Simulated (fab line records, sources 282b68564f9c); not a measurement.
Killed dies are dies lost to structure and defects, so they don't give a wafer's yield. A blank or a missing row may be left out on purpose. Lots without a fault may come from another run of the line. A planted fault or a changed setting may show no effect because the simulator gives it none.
One fault seen from 2 desks | flow rit_cmos | each desk has only its own numbers; what lay behind them comes last

THE TOOL OWNER'S DESK: furnace-01
The tool's own readings at RIT_WELLDRIVE_ANNEAL_00 (time 14700 s): means of the sampled wafers that have a number, for each lot that ran on this tool. A lot is out of limits, marked OUT, if its mean lies more than 4 standard deviations from the usual mean; the brackets give that distance.
Columns: A = spike_tc_centre_C at RIT_WELLDRIVE_ANNEAL_00, usual 1101.6 C; B = spike_tc_load_C at RIT_WELLDRIVE_ANNEAL_00, usual 1126.2 C; C = spike_tc_source_C at RIT_WELLDRIVE_ANNEAL_00, usual 1124.5 C; D = tube_center_temp_C at RIT_WELLDRIVE_ANNEAL_00, usual 1100 C; E = tube_center_temp_C_max at RIT_WELLDRIVE_ANNEAL_00, usual 1102.9
lot  | first seen here | A                 | B                 | C                 | D                      | E
L279 | day 2 10:11     | 1102.5            | 1123.6            | 1126.5            | 1100                   | 1102.8
L281 | day 2 19:19     | 1102.6            | 1124.5            | 1126.2            | 1100                   | 1102.7
L282 | day 3 00:37     | 1102.2            | 1124.4            | 1125.6            | 1100                   | 1102.9
L283 | day 3 06:05     | 1103.8            | 1124.7            | 1126.9            | 1100                   | 1102.9
L284 | day 3 11:16     | 1118.2 (+9.8) OUT | 1139.5 (+6.3) OUT | 1141.1 (+7.6) OUT | 1115 (+99 or more) OUT | 1117.8 (+30) OUT
L285 | day 3 16:50     | 1117.3 (+9.2) OUT | 1140.6 (+6.9) OUT | 1140.5 (+7.3) OUT | 1115 (+99 or more) OUT | 1117.6 (+30) OUT
L288 | day 4 07:22     | 1117.7 (+9.5) OUT | 1139.5 (+6.3) OUT | 1141.2 (+7.6) OUT | 1115 (+99 or more) OUT | 1117.7 (+30) OUT
This desk's finding: out of limits on L284, L285, L288; first on L284, day 3 11:16 (spike_tc_centre_C at RIT_WELLDRIVE_ANNEAL_00). In limits: L279, L281, L282, L283.

THE METROLOGY DESK
What the gauges read, lot by lot, whatever tool the lot ran on: means of the sampled wafers that have a number. A lot is out of limits, marked OUT, if its mean lies more than 4 standard deviations from the usual mean; the brackets give that distance.
Columns: A = NWELL_RS at RIT_WELLDRIVE_RS_MEAS_01, usual 275.8 ohm/sq; B = PWELL_RS at RIT_WELLDRIVE_RS_MEAS_02, usual 430.5 ohm/sq
lot  | first seen here | A               | B
L277 | day 2 05:06     | 275.2           | 429.6
L278 | day 2 10:47     | 276.1           | 429.6
L279 | day 2 15:20     | 275.9           | 431.2
L280 | day 2 21:33     | 277.1           | 430.8
L281 | day 3 00:25     | 275.4           | 430.8
L282 | day 3 05:43     | 274.7           | 430.3
L283 | day 3 11:13     | 276.1           | 429.7
L284 | day 3 16:22     | 260.0 (-20) OUT | 415.6 (-11) OUT
L285 | day 3 21:56     | 260.0 (-20) OUT | 414.8 (-12) OUT
L286 | day 4 01:14     | 275.8           | 431.4
L288 | day 4 12:28     | 259.0 (-22) OUT | 413.5 (-13) OUT
L292 | day 5 10:05     | 275.0           | 429.2
L296 | day 6 02:53     | 276.0           | 430.6
L298 | day 6 13:07     | 275.6           | 431.8
L299 | day 6 20:31     | 275.0           | 431.4
This desk's finding: out of limits on L284, L285, L288; first on L284, day 3 16:22 (NWELL_RS at RIT_WELLDRIVE_RS_MEAS_01). In limits: L277, L278, L279, L280, L281, L282, L283, L286, L292, L296, L298, L299.

PUT TOGETHER
The tool owner's desk could have raised an alarm at day 3 11:16, on L284, L285, L288.
The metrology desk could have raised an alarm at day 3 16:22, on L284, L285, L288.
Of the lots named, all ran RIT_WELLDRIVE_ANNEAL_00 on furnace-01.

WHAT THE SIMULATOR HAD PUT IN
Process parameter drift: furnace-01, from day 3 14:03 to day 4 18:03, at RIT_WELLDRIVE_ANNEAL_00. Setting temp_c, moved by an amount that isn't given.
Lots struck among those shown: L284, L285, L288.
